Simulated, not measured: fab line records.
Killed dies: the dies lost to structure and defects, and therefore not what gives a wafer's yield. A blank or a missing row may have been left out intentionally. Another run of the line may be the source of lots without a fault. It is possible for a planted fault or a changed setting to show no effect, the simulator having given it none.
A lot that was struck, set against a sound lot / flow berkeley_cmos170 / 15 steps out of a route of 331
Sound: wafers L447.1, L447.4, L447.6. Wafers L459.1, L459.2, L459.5 were the ones struck. The cause comes at the end.
Order at every step that has rows: each side's tool, ch and its chambers, its first start. Under that, the readings that differ: sound wafers / struck wafers / difference of the means / sigmas: that difference in standard deviations of wafers without a fault.
alike: same words and numbers on both sides, and readings whose means sit less than 2 such deviations apart. not compared: any withheld reading, any reading some wafer has no value for, any bound like >300 that may hide the same value, and any number with overlapping values for which the record gives no deviation.
The two part at a step that has a row with sigmas, a row that says differs or no value, or rows on one side only. Numbers that have no deviation but don't overlap get no sigmas and don't part them. A reading that every wafer of one side lacks parts them only if that side has two wafers or more.

first, 1 step without rows for these wafers: UCB170_CONTACT_SOFTBAKE_05 (time 60 s).
UCB170_CONTACT_STRIP_06: strips in O2.
  sound on plasma_asher-02 ch 0,1, day 7 13:08; struck on plasma_asher-01 ch 0,1, day 10 06:58
  alike: chamber_pressure_mTorr, drypump_motor_current_A, oes_product_au, strip_time_to_endpoint_s
  not compared: rf_hours_counter_h
then, 1 step without rows for these wafers: UCB170_CONTACT_CLEAN_07 (cleans in SPM, time 600 s).
UCB170_CONTACT_RTA_08: time 10 s.
  sound on rtp_anneal-01 ch 0, day 7 13:34; struck on rtp_anneal-01 ch 0, day 10 07:24
  alike: chamber_o2_ppm, lamp_power_pct, wafer_temp_C_max
then, 6 steps without rows for these wafers: UCB170_CONTACT_COAT_09; UCB170_CONTACT_COAT_10 (resist thk 900 nm); UCB170_CONTACT_SOFTBAKE_11 (time 60 s); UCB170_CONTACT_EXPOSE_12 (exposes mask CONT, target cd 700 nm); UCB170_CONTACT_PEB_13; UCB170_CONTACT_DEVELOP_14 (develop time 45 s).
UCB170_CONTACT_CD_MEAS_15: target cd 700 nm.
  struck on cd_sem-02, day 10 08:47; sound on cd_sem-01, day 7 14:29
  alike: cd_nm
UCB170_CONTACT_OVL_MEAS_16:
  struck on overlay-01, day 10 08:55; sound on overlay-02, day 7 14:36
  alike: CONTACT_OVL
UCB170_CONTACT_ETCH_17: etches BARC in N2/H2.
  sound on rie_diel-01 ch 1,3, day 7 14:38; struck on rie_diel-01 ch 0,1, day 10 08:57
reading=chamber_pressure_mTorr (mTorr); sound=30.017 29.995 29.978; struck=23.995 23.965 23.967; difference=-6.021; sigmas=-99 or more
  alike: drypump_motor_current_A, h2_flow_sccm, oes_product_au, throttle_valve_pct
UCB170_CONTACT_ETCH_18: etches PSG in CHF3/CF4/Ar, stops on TiSi2, target depth 840 nm, time 195 s.
  sound on rie_diel-01 ch 1,3; struck on rie_diel-01 ch 0,1
  alike: chamber_pressure_mTorr, drypump_motor_current_A, oes_product_au, throttle_valve_pct
  not compared: rf_hours_counter_h
after that, 1 step had no rows for these wafers: UCB170_M3_PROBE_99.

WHERE THEY PART
Only at UCB170_CONTACT_ETCH_17, within this record. Later steps at which nothing parts them and some readings are alike: UCB170_CONTACT_ETCH_18.

WHY: whatever the simulator had introduced
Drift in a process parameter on rie_diel-01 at UCB170_CONTACT_ETCH_17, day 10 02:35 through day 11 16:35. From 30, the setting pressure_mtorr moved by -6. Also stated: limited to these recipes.
